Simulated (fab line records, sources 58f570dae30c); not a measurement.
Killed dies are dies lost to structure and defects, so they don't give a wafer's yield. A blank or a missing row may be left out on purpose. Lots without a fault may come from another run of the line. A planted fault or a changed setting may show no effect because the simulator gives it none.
One fault seen from 2 desks | flow berkeley_cmos170 | each desk has only its own numbers; what lay behind them comes last

THE METROLOGY DESK
What the gauges read, lot by lot, whatever tool the lot ran on: means of the sampled wafers that have a number. A lot is out of limits, marked OUT, if its mean lies more than 4 standard deviations from the usual mean; the brackets give that distance.
Columns: A = cd_nm at UCB170_V1_CD_MEAS_90, usual 700.3 nm; B = M2_OVL at UCB170_M2_OVL_MEAS_16, usual -1 nm; C = cd_nm at UCB170_M2_CD_MEAS_90, usual 700.3 nm
lot  | first seen here | A     | B  | C
L601 | day 7 17:34     | 700.9 | 3  | 698.9
L600 | day 7 17:59     | 701.1 | -3 | 701.8
L602 | day 7 23:28     | 699.7 | -4 | 704.4
L605 | day 8 05:41     | 701.1 | -5 | 699.9
L604 | day 8 10:53     | 701.3 | -0 | 697.0
L603 | day 8 11:01     | 700.6 | 1  | 702.0
L606 | day 8 18:41     | 701.5 | 3  | 704.4
L607 | day 8 19:49     | 701.6 | -0 | 700.3
L619 | day 11 02:41    | 696.1 | -7 | 702.7
L620 | day 11 18:23    | 700.4 | 8  | 699.6
L621 | day 12 05:08    | 698.9 | -3 | 697.6
L623 | day 12 05:41    | 702.1 | -2 | 701.9
This desk's finding: nothing out of limits on any of the 12 lots.

THE TOOL OWNER'S DESK: rie_diel-02
The tool's own readings at UCB170_V1_ETCH_14 (etches SiO2 in CHF3/CF4/Ar, stops on Al, target depth 1250 nm, time 291 s): means of the sampled wafers that have a number, for each lot that ran on this tool. A lot is out of limits, marked OUT, if its mean lies more than 4 standard deviations from the usual mean; the brackets give that distance.
Columns: A = chamber_pressure_mTorr at UCB170_V1_ETCH_14, usual 200.00 mTorr; B = drypump_motor_current_A at UCB170_V1_ETCH_14, usual 5.6 A; C = oes_product_au at UCB170_V1_ETCH_14, usual 0.878 a.u.; D = rf_fwd_power_W at UCB170_V1_ETCH_14, usual 698.1 W; E = throttle_valve_pct at UCB170_V1_ETCH_14, usual 6.96 %
lot  | first seen here | A      | B   | C     | D               | E
L607 | day 8 19:32     | 200.02 | 5.8 | 0.886 | 697.0           | 7.06
L619 | day 11 02:25    | 199.89 | 5.7 | 0.872 | 606.0 (-40) OUT | 7.05
This desk's finding: out of limits on L619; first on L619, day 11 02:25 (rf_fwd_power_W at UCB170_V1_ETCH_14). In limits: L607.

PUT TOGETHER
The tool owner's desk could have raised an alarm at day 11 02:25, on L619.
The metrology desk saw nothing out of limits.
The metrology desk has L619 on record, within its limits.
Of the lots named, all ran UCB170_V1_ETCH_14 on rie_diel-02.

WHAT THE SIMULATOR HAD PUT IN
Process parameter drift: rie_diel-02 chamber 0, from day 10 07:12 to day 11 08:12, at UCB170_V1_ETCH_14. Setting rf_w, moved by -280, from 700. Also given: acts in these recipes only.
Lots struck among those shown: L619.
Hours from the fault's start to each desk's first reading out of limits: the tool owner's desk, 19.
